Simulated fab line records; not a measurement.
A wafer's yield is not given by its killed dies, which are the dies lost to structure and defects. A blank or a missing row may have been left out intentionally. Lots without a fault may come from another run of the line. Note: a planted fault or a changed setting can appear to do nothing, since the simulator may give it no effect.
The same fault as seen by 2 desks || flow rit cmos || only its own numbers are on each desk; what lay behind them is given at the end

== AT THE METROLOGY DESK ==
What the gauges read for every lot (on any tool): the sampled wafers with a number, averaged. A lot is out of limits, marked OUT, if its mean lies more than 4 standard deviations from the usual mean; the brackets give that distance.
Columns: A = cd nm at RIT_CONTACT_CD_MEAS_90, usual 999.8 nm
{"lot": "L200", "first seen here": "day 3 09:09", "A": 999.1}
{"lot": "L202", "first seen here": "day 3 16:07", "A": 1001.1}
{"lot": "L203", "first seen here": "day 4 03:35", "A": 999.8}
{"lot": "L204", "first seen here": "day 4 09:41", "A": 1003.2}
{"lot": "L205", "first seen here": "day 4 17:12", "A": 999.1}
{"lot": "L207", "first seen here": "day 5 00:42", "A": 1002.8}
{"lot": "L209", "first seen here": "day 5 10:44", "A": 999.4}
{"lot": "L210", "first seen here": "day 5 14:28", "A": 999.9}
{"lot": "L211", "first seen here": "day 5 22:11", "A": 999.4}
{"lot": "L213", "first seen here": "day 6 03:30", "A": 997.8}
{"lot": "L215", "first seen here": "day 6 10:56", "A": 1001.6}
{"lot": "L216", "first seen here": "day 6 17:46", "A": 999.9}
{"lot": "L218", "first seen here": "day 7 03:25", "A": 999.6}
{"lot": "L221", "first seen here": "day 7 22:20", "A": 999.3}
This desk's verdict: no lot among the 14 shows anything out of limits.

== TOOL OWNER'S DESK, iline stepper-02 ==
The tool's own readings at RIT_M1_EXPOSE_06 (exposes mask M12, target cd 2600 nm): means of the sampled wafers that have a number, for each lot that ran on this tool. A lot is out of limits, marked OUT, if its mean lies more than 4 standard deviations from the usual mean; the brackets give that distance.
Columns: A = exposure dose mJ cm2 at RIT_M1_EXPOSE_06, usual 252.09; B = focus offset nm at RIT_M1_EXPOSE_06, usual 0.0 nm
{"lot": "L200", "first seen here": "day 3 10:34", "A": 251.97, "B": -0.0}
{"lot": "L202", "first seen here": "day 3 17:38", "A": 252.28, "B": -0.6}
{"lot": "L203", "first seen here": "day 4 04:59", "A": 252.14, "B": -0.0}
{"lot": "L204", "first seen here": "day 4 11:05", "A": 252.08, "B": -0.1}
{"lot": "L205", "first seen here": "day 4 18:44", "A": 251.87, "B": 0.8}
{"lot": "L209", "first seen here": "day 5 12:23", "A": 252.18, "B": 0.1}
{"lot": "L211", "first seen here": "day 5 23:42", "A": 252.34, "B": -0.1}
{"lot": "L218", "first seen here": "day 7 04:56", "A": 252.23, "B": -0.2}
This desk's verdict: no lot among the 8 shows anything out of limits.

== TAKEN TOGETHER ==
From the metrology desk's view, nothing was out of limits.
Nothing out of limits was seen by the tool owner's desk.

== WHAT HAD BEEN PUT IN BY THE SIMULATOR ==
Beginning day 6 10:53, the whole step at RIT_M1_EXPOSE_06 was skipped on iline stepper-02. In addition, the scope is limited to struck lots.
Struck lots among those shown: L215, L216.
